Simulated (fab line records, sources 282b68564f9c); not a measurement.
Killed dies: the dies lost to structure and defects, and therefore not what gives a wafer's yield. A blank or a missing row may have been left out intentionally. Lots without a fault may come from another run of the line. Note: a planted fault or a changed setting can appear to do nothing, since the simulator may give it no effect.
fab line records	flow rit_cmos
record: lots: 5	wafers: 15	last_day: 6
route steps=202 shown PSD@150 SDANNEAL@153 NSD@158 PLDD@159 NLDD@160 SILICIDE@161 M1@202
lots that met no fault: taken from a fault-free run of the same line
start_h: start of the lot's first displayed wafer, in hours after the record's first day	wait_h: hours elapsed since this lot's preceding step	" same as the row above	L1.1+2: one row covering several wafers at once	- no value present, or no start provided	* or withheld: withheld	< > ~ a bound
route shown NAME@n: names a module that has steps shown in the file, with the first one's number in the route	usual: mean and standard deviation over wafers with no fault	same: alike in all rows	chamber/n: place in a boat	sites: readings site by site	_std_site: how widely they spread, as a standard deviation	_edge_site: the outer-site mean with the inner-site mean subtracted	radius_mm: for every site, how far away it sits from the centre of the wafer	mask NAME#n: copy n	behind: tool/chamber where the wafer was last shaped	hold: the reason the lot was held/the length of the hold in hours/how it ended	device: whichever transistor did not switch (one of n, p or np)	end of line: the route-end tests of the same wafers	a step with no rows: only its recipe	killed: dies that structure and defects cost at the first sort, which is not the same as the wafer's yield	map: shows each die of a wafer: x if killed, . if not, _ if none is there
set.NAME: the setting the step ran with; set.NAME@STEP: the setting that earlier step ran with	model.NAME: the simulator's own value behind a step, which no gauge read
lots seen at some steps along the route; tables by step, rows by wafer
services: from which hour (start_h, from the record's first day; less than 0 if before it) a tool's chamber was out of use, for how many hours, and why
== steps ==
step: RIT_PSD_IMPLANT_08
recipe: species: BF2	energy_kev: 27	dose_cm2: 5e+15	tilt_deg: 7
step: RIT_PSD_STRIP_09
recipe: chemistry: O2	time_s: 180	resist: NOVOLAK	platen_temp_c: withheld	power_w: 500	pressure_mtorr: 4000	o2_flow_sccm: 4000
usual: drypump_motor_current_A: 5.6/0.52
lot.wafer	tool	chamber	start_h	wait_h	drypump_motor_current_A	rf_hours_counter_h
L149.1	plasma_asher-02	0	48.17	0.1	5.3	41
L149.2	"	1	"	"	6.6	41
L149.5	"	0	"	"	5.3	-
L154.1	plasma_asher-01	0	73.26	0.1	5.3	42
L154.3	"	0	"	"	5.2	-
L154.6	"	0	"	"	5.2	-
L163.1	plasma_asher-03	1	119.31	0.1	5.6	0
L163.2	"	0	"	"	5.7	0
L163.4	"	0	"	"	5.7	-
L164.1	plasma_asher-01	0	124.14	0.1	5.3	48
L164.3	"	1	"	"	5.3	-
L164.5	"	0	"	"	5.3	-
L167.1	plasma_asher-02	1	138.71	0.1	6.6	50
L167.2	"	0	"	"	5.2	50
L167.4	"	0	"	"	5.2	-
step: RIT_PSD_TW_MEAS_10
usual: PSD_TW: 3425/20
lot.wafer	tool	chamber	start_h	wait_h	PSD_TW
L149.1	film_metro-01	-	48.34	0.1	3406
L149.2	"	-	"	"	3418
L149.5	"	-	"	"	3404
L154.1	film_metro-01	-	73.44	0.1	3413
L154.3	"	-	"	"	3397
L154.6	"	-	"	"	3423
L163.1	film_metro-01	-	119.48	0.1	3382
L163.2	"	-	"	"	3407
L163.4	"	-	"	"	3404
L164.1	film_metro-02	-	124.31	0.1	3453
L164.3	"	-	"	"	3466
L164.5	"	-	"	"	3449
L167.1	film_metro-02	-	138.89	0.1	3468
L167.2	"	-	"	"	3454
L167.4	"	-	"	"	3474
step: RIT_SDANNEAL_CLEAN_00
recipe: chemistry: SC1	mix: 3:3:50	time_s: 600	temp_c: 75
step: RIT_SDANNEAL_CLEAN_01
recipe: chemistry: dHF	dilution: 50:1	time_s: 30
step: RIT_SDANNEAL_CLEAN_02
recipe: chemistry: SC2	mix: 3:3:50	time_s: 600	temp_c: 75	dry: n2_spin
step: RIT_SDANNEAL_RTA_03
recipe: temp_c: 1050	time_s: 5	idle_temp_c: 600	ramp_up_c_per_s: 342	ramp_down_c_per_s: 171	cool_to_c: 600	ambient: N2
usual: ramp_up_c_per_s: 341.99/0.056	wafer_temp_C_max: 1053.5/1.2
lot.wafer	tool	chamber	start_h	wait_h	ramp_up_c_per_s	wafer_temp_C_max
L149.1	rtp_anneal-02	0	48.77	0.0	342.06	1054.7
L149.2	"	0	"	"	341.97	1052.9
L149.5	"	0	"	"	341.99	1053.1
L154.1	rtp_anneal-01	0	73.90	0.0	342.01	1053.6
L154.3	"	0	"	"	342.10	1051.6
L154.6	"	0	"	"	341.98	1054.4
L163.1	rtp_anneal-02	0	119.91	0.0	341.95	1054.0
L163.2	"	0	"	"	342.02	1053.1
L163.4	"	0	"	"	342.03	1053.6
L164.1	rtp_anneal-01	0	124.81	0.0	342.04	1052.2
L164.3	"	0	"	"	341.97	1053.7
L164.5	"	0	"	"	342.07	1054.7
L167.1	rtp_anneal-02	0	139.32	0.0	341.95	1054.7
L167.2	"	0	"	"	341.91	1052.1
L167.4	"	0	"	"	341.94	1054.0
step: RIT_SDANNEAL_RS_MEAS_04
recipe: thk_meas_gauge: four-point-probe
usual: PSD_RS: 116.1/0.3
lot.wafer	tool	chamber	start_h	wait_h	PSD_RS[ohm/sq]
L149.1	film_metro-04	-	48.83	0.0	116.0
L149.2	"	-	"	"	116.0
L149.5	"	-	"	"	116.3
L154.1	film_metro-04	-	73.96	0.0	115.7
L154.3	"	-	"	"	115.9
L154.6	"	-	"	"	115.8
L163.1	film_metro-02	-	119.97	0.0	116.1
L163.2	"	-	"	"	115.7
L163.4	"	-	"	"	115.8
L164.1	film_metro-01	-	124.86	0.0	116.1
L164.3	"	-	"	"	115.8
L164.5	"	-	"	"	115.6
L167.1	film_metro-01	-	139.38	0.0	116.1
L167.2	"	-	"	"	115.9
L167.4	"	-	"	"	116.1
step: RIT_SDANNEAL_RS_MEAS_05
recipe: thk_meas_gauge: four-point-probe
usual: NSD_RS: 84.59/0.26
lot.wafer	tool	chamber	start_h	wait_h	NSD_RS[ohm/sq]
L149.1	film_metro-04	-	48.95	0.1	84.58
L149.2	"	-	"	"	84.70
L149.5	"	-	"	"	84.54
L154.1	film_metro-04	-	74.08	0.1	84.68
L154.3	"	-	"	"	84.76
L154.6	"	-	"	"	84.83
L163.1	film_metro-02	-	120.09	0.1	84.28
L163.2	"	-	"	"	84.42
L163.4	"	-	"	"	84.39
L164.1	film_metro-01	-	124.98	0.1	84.14
L164.3	"	-	"	"	84.00
L164.5	"	-	"	"	84.00
L167.1	film_metro-01	-	139.50	0.1	84.69
L167.2	"	-	"	"	84.48
L167.4	"	-	"	"	84.26
step: RIT_SDANNEAL_RS_MEAS_06
recipe: thk_meas_gauge: four-point-probe
usual: PLDD_RS: 178.9/0.41
lot.wafer	tool	chamber	start_h	wait_h	PLDD_RS[ohm/sq]
L149.1	film_metro-04	-	49.07	0.1	178.9
L149.2	"	-	"	"	178.6
L149.5	"	-	"	"	179.0
L154.1	film_metro-04	-	74.20	0.1	178.8
L154.3	"	-	"	"	178.5
L154.6	"	-	"	"	178.5
L163.1	film_metro-02	-	120.21	0.1	178.8
L163.2	"	-	"	"	178.1
L163.4	"	-	"	"	178.5
L164.1	film_metro-01	-	125.10	0.1	179.2
L164.3	"	-	"	"	178.4
L164.5	"	-	"	"	178.6
L167.1	film_metro-01	-	139.62	0.1	179.2
L167.2	"	-	"	"	178.4
L167.4	"	-	"	"	178.7
step: RIT_SDANNEAL_RS_MEAS_07
recipe: thk_meas_gauge: four-point-probe
usual: NLDD_RS: 151.8/0.5
lot.wafer	tool	chamber	start_h	wait_h	NLDD_RS[ohm/sq]
L149.1	film_metro-04	-	49.19	0.1	152.5
L149.2	"	-	"	"	152.4
L149.5	"	-	"	"	152.1
L154.1	film_metro-04	-	74.32	0.1	151.7
L154.3	"	-	"	"	151.7
L154.6	"	-	"	"	152.3
L163.1	film_metro-02	-	120.33	0.1	151.1
L163.2	"	-	"	"	151.7
L163.4	"	-	"	"	151.1
L164.1	film_metro-01	-	125.22	0.1	152.4
L164.3	"	-	"	"	152.0
L164.5	"	-	"	"	152.1
L167.1	film_metro-01	-	139.74	0.1	151.4
L167.2	"	-	"	"	151.9
L167.4	"	-	"	"	150.9
step: RIT_SILICIDE_WET_ETCH_00
recipe: chemistry: BOE	target: SiO2	target_depth_nm: 14	time_s: 15	dry: n2_spin	dilution: 10:1	temp_c: 21.5
step: RIT_SILICIDE_SPUTTER_01
recipe: material: Ti	target_thk_nm: 30	power_w: 350	chamber_pressure_pa: 0.667	gas: Ar	time_s: 240	substrate_temp_c: 25
usual: throttle_valve_pct: 30.0/1.3
lot.wafer	tool	chamber	start_h	wait_h	throttle_valve_pct	model.Ti_of_SILICIDE_SPUTTER_01.thk_nm
L149.1	pvd_sputter-02	-	49.32	0.0	31.0	30.65
L149.2	"	-	"	"	30.2	30.54
L149.5	"	-	"	"	31.0	30.69
L154.1	pvd_sputter-03	-	74.45	0.0	29.9	30.06
L154.3	"	-	"	"	31.5	29.99
L154.6	"	-	"	"	29.9	29.69
L163.1	pvd_sputter-01	-	120.46	0.0	27.8	30.34
L163.2	"	-	"	"	30.1	30.47
L163.4	"	-	"	"	29.4	30.45
L164.1	pvd_sputter-03	-	125.36	0.0	29.7	29.66
L164.3	"	-	"	"	31.3	32.62
L164.5	"	-	"	"	30.0	29.9
L167.1	pvd_sputter-01	-	139.87	0.0	30.3	30.44
L167.2	"	-	"	"	27.7	30.42
L167.4	"	-	"	"	29.7	30.31
step: RIT_SILICIDE_RS_MEAS_02
recipe: thk_meas_gauge: four-point-probe	reads: Ti_of_SILICIDE_SPUTTER_01
usual: SILICIDE_TI_RS: 47.5/0.65
lot.wafer	tool	chamber	start_h	wait_h	SILICIDE_TI_RS[ohm/sq]
L149.1	film_metro-01	-	49.47	0.1	46.6
L149.2	"	-	"	"	46.8
L149.5	"	-	"	"	46.6
L154.1	film_metro-03	-	74.60	0.1	47.7
L154.3	"	-	"	"	48.0
L154.6	"	-	"	"	48.5
L163.1	film_metro-03	-	120.61	0.1	47.2
L163.2	"	-	"	"	46.9
L163.4	"	-	"	"	47.0
L164.1	film_metro-03	-	125.51	0.1	48.5
L164.3	"	-	"	"	43.1
L164.5	"	-	"	"	48.1
L167.1	film_metro-03	-	140.02	0.1	47.0
L167.2	"	-	"	"	46.9
L167.4	"	-	"	"	47.2
step: RIT_SILICIDE_THK_MEAS_03
recipe: thk_meas_gauge: xrf	reads: Ti_of_SILICIDE_SPUTTER_01
usual: SILICIDE_TI_THK: 30.6/0.34
lot.wafer	tool	chamber	start_h	wait_h	SILICIDE_TI_THK[nm]
L149.1	film_metro-01	-	49.59	0.1	31.0
L149.2	"	-	"	"	31.1
L149.5	"	-	"	"	31.1
L154.1	film_metro-03	-	74.72	0.1	30.4
L154.3	"	-	"	"	30.2
L154.6	"	-	"	"	29.9
L163.1	film_metro-03	-	120.73	0.1	30.9
L163.2	"	-	"	"	31.0
L163.4	"	-	"	"	31.0
L164.1	film_metro-03	-	125.63	0.1	30.2
L164.3	"	-	"	"	33.2
L164.5	"	-	"	"	30.3
L167.1	film_metro-03	-	140.14	0.1	31.0
L167.2	"	-	"	"	31.0
L167.4	"	-	"	"	30.9
step: RIT_SILICIDE_RTA_04
recipe: temp_c: 650	time_s: 10	idle_temp_c: 25	ramp_up_s: 5	ramp_down_s: 5	cool_to_c: 25	ambient: N2
usual: wafer_temp_C_max: 652.6/0.84
lot.wafer	tool	chamber	start_h	wait_h	wafer_temp_C_max
L149.1	rtp_anneal-01	0	49.65	0.1	651.5
L149.2	"	0	"	"	652.2
L149.5	"	0	"	"	651.7
L154.1	rtp_anneal-02	0	74.78	0.1	653.8
L154.3	"	0	"	"	652.4
L154.6	"	0	"	"	653.3
L163.1	rtp_anneal-01	0	120.79	0.1	652.5
L163.2	"	0	"	"	652.6
L163.4	"	0	"	"	652.3
L164.1	rtp_anneal-02	0	125.69	0.1	653.1
L164.3	"	0	"	"	653.1
L164.5	"	0	"	"	653.4
L167.1	rtp_anneal-01	0	140.20	0.1	652.2
L167.2	"	0	"	"	652.0
L167.4	"	0	"	"	652.3
step: RIT_M1_PROBE_99
usual: killed_at_M0_to_M3: 0.0/0.14	killed_at_contacts: 0.1/0.36	killed_at_front_end: 7/3.4	killed_dies: 7/3.4	killed_open: 3.3/2	killed_short: 3.8/2.4
same: gross_dies: 264	killed_at_M4_up: 0	killed_at_back_side: 0	killed_at_other: 0
lot.wafer	tool	chamber	start_h	wait_h	killed_at_M0_to_M3	killed_at_contacts	killed_at_front_end	killed_dies	killed_open	killed_short	model.etest.npoly_line.line_ohm_um	model.etest.ppoly_line.line_ohm_um	model.etest.contact_nplus.end_ohm_um	model.etest.contact_pplus.end_ohm_um	model.etest.npoly_line.rs_ohm_sq	model.etest.ppoly_line.rs_ohm_sq	model.etest.npoly_sal.rs_ohm_sq	model.etest.ppoly_sal.rs_ohm_sq
L149.1	prober-02	-	56.21	0.1	0	0	9	9	3	6	172.8	164.8	41.95	44.54	16.78	16.23	4.253	4.237
L149.2	prober-02	-	56.26	0.1	0	0	13	13	4	8	172.5	166.2	43.51	44.91	16.79	16.34	4.259	4.233
L149.5	prober-02	-	56.41	0.2	0	0	12	12	3	9	171.6	165	43.42	45.23	16.71	16.26	4.194	4.21
L154.1	prober-01	-	81.21	0.1	0	0	8	8	5	3	169.7	163.6	42.34	43.29	17.09	16.49	4.377	4.33
L154.3	prober-01	-	81.31	0.2	0	0	5	5	3	2	173.7	163.1	42.49	44.13	17	16.46	4.345	4.345
L154.6	prober-01	-	81.46	0.2	0	0	5	5	1	2	172	162.1	41.79	44.02	17.23	16.76	4.412	4.351
L163.1	prober-02	-	127.45	0.1	0	0	5	5	3	2	165.8	159.5	41.91	45.8	16.84	16.29	4.343	4.281
L163.2	prober-02	-	127.50	0.1	1	0	10	11	3	7	161.9	157.6	43.16	45.97	16.88	16.2	4.306	4.249
L163.4	prober-02	-	127.60	0.2	0	0	9	9	6	3	161.9	158.9	42.31	45.73	16.79	16.17	4.298	4.266
L164.1	prober-01	-	132.37	0.1	0	0	10	10	2	8	169.1	161.2	42.85	43.26	17	16.7	4.373	4.376
L164.3	prober-01	-	132.47	0.2	0	0	6	6	4	2	161.6	152.1	46.63	47.58	15.97	15.53	4.047	3.985
L164.5	prober-01	-	132.57	0.2	0	1	17	18	8	9	172.8	164.7	43.87	43.86	17.11	16.56	4.353	4.323
L167.1	prober-02	-	147.07	0.1	0	0	11	11	4	7	154.9	150.9	42.18	42.66	16.75	16.12	4.286	4.263
L167.2	prober-02	-	147.12	0.1	0	0	8	8	5	3	162	158.2	42.73	43.7	16.87	16.43	4.282	4.249
L167.4	prober-02	-	147.22	0.2	0	0	17	17	7	10	158.8	152.7	40.97	42.04	16.77	16.28	4.287	4.273
killed by level:class
L149.1 SILICIDE:geometric_particle:short=3 GATE:geometric_particle:short=2 FOX2:geometric_particle:open=1 GATE:geometric_particle:open=1 REOX:geometric_particle:short=1 SILICIDE:geometric_particle:open=1
L149.2 FOX1:geometric_particle:short=2 FOX1:geometric_particle:open=2 FOX2:geometric_particle:short=2 GATE:geometric_particle:short=2 FOX2:geometric_particle:open=1 REOX:geometric_particle:short=1 REOX:geometric_particle:open=1 SILICIDE:geometric_particle:short=1
L149.5 SILICIDE:geometric_particle:short=3 FOX1:geometric_particle:short=2 GATE:geometric_particle:short=2 GATE:geometric_particle:open=2 SPACER:geometric_particle:short=2 SILICIDE:geometric_particle:open=1
L154.1 FOX1:geometric_particle:open=2 FOX1:geometric_particle:short=1 FOX2:geometric_particle:open=1 GATE:geometric_particle:open=1 REOX:geometric_particle:short=1 SPACER:geometric_particle:open=1 SILICIDE:geometric_particle:short=1
L154.3 GATE:geometric_particle:open=3 GATE:geometric_particle:short=2
L154.6 NSD:coat_microbubble_printed=2 REOX:geometric_particle:short=1 SPACER:geometric_particle:open=1 SPACER:geometric_particle:short=1
L163.1 GATE:geometric_particle:open=2 ACTIVE:geometric_particle:open=1 REOX:geometric_particle:short=1 SPACER:geometric_particle:short=1
L163.2 FOX2:geometric_particle:short=4 GATE:geometric_particle:open=2 REOX:geometric_particle:short=2 GATE:geometric_particle:short=1 REOX:geometric_particle:open=1 M1:coat_microbubble_printed=1
L163.4 GATE:geometric_particle:open=6 GATE:geometric_particle:short=2 REOX:geometric_particle:short=1
L164.1 REOX:geometric_particle:short=3 FOX1:geometric_particle:short=2 GATE:geometric_particle:short=2 FOX1:geometric_particle:open=1 REOX:geometric_particle:open=1 SILICIDE:geometric_particle:short=1
L164.3 FOX1:geometric_particle:short=2 SILICIDE:geometric_particle:open=2 FOX1:geometric_particle:open=1 GATE:geometric_particle:open=1
L164.5 GATE:geometric_particle:short=5 GATE:geometric_particle:open=3 REOX:geometric_particle:short=2 SPACER:geometric_particle:open=2 FOX2:geometric_particle:open=1 REOX:geometric_particle:open=1 SPACER:geometric_particle:short=1 SILICIDE:geometric_particle:open=1
L167.1 FOX1:geometric_particle:short=4 GATE:geometric_particle:short=3 GATE:geometric_particle:open=3 SPACER:geometric_particle:open=1
L167.2 GATE:geometric_particle:short=3 GATE:geometric_particle:open=3 FOX2:geometric_particle:open=1 SILICIDE:geometric_particle:open=1
L167.4 GATE:geometric_particle:short=6 GATE:geometric_particle:open=4 FOX1:geometric_particle:short=3 FOX1:geometric_particle:open=1 REOX:geometric_particle:short=1 SPACER:geometric_particle:open=1 SILICIDE:geometric_particle:open=1
== services ==
tool	chamber	start_h	hours	kind
pvd_sputter-01	-	36.59	2.3	repair
plasma_asher-01	-	53.02	4.2	repair
pvd_sputter-01	-	54.37	4.9	repair
pvd_sputter-02	-	87.69	9.4	repair
plasma_asher-03	-	108.75	9.0	pm
plasma_asher-03	0	108.75	9.0	vent_cycle
plasma_asher-03	1	108.75	9.0	vent_cycle
plasma_asher-03	0	117.75	-	clean
plasma_asher-03	1	117.75	-	clean
pvd_sputter-03	-	130.60	0.7	repair
plasma_asher-03	-	137.99	23.6	repair
== key ==
first_sign: step: RIT_SILICIDE_RS_MEAS_02	reading: SILICIDE_TI_RS	direction: down	sigmas: 6.7	usual: 47.5	struck: 43.1
effect: step: RIT_SILICIDE_THK_MEAS_03	reading: SILICIDE_TI_THK	direction: up	sigmas: 7.5	usual: 30.6	struck: 33.2
model_effect: step: RIT_SILICIDE_SPUTTER_01	value: Ti_of_SILICIDE_SPUTTER_01.thk_nm	without: 29.65	struck: 32.62
model_effect: step: RIT_M1_PROBE_99	value: etest.npoly_line.line_ohm_um	without: 169.8	struck: 161.6
met_at RIT_SILICIDE_SPUTTER_01
struck_wafers L164.3
tester_left_out L164
onset_between 74.45 125.36
fault: kind: process_parameter_drift	tool: pvd_sputter-03	chamber: -	onset_h: 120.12	steps: RIT_SILICIDE_SPUTTER_01	channel: target_thk_nm	offset: 2.9691	shape: step	end_h: 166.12	stated: 30	scope: struck_wafers_only
tester_left_out: of these lots the tester's yield and bins aren't shown, on N5 and GAA mostly nor the transistor test; their killed dies are dies lost to structure and defects alone, not to doping, threshold or leakage, so they don't give the yield
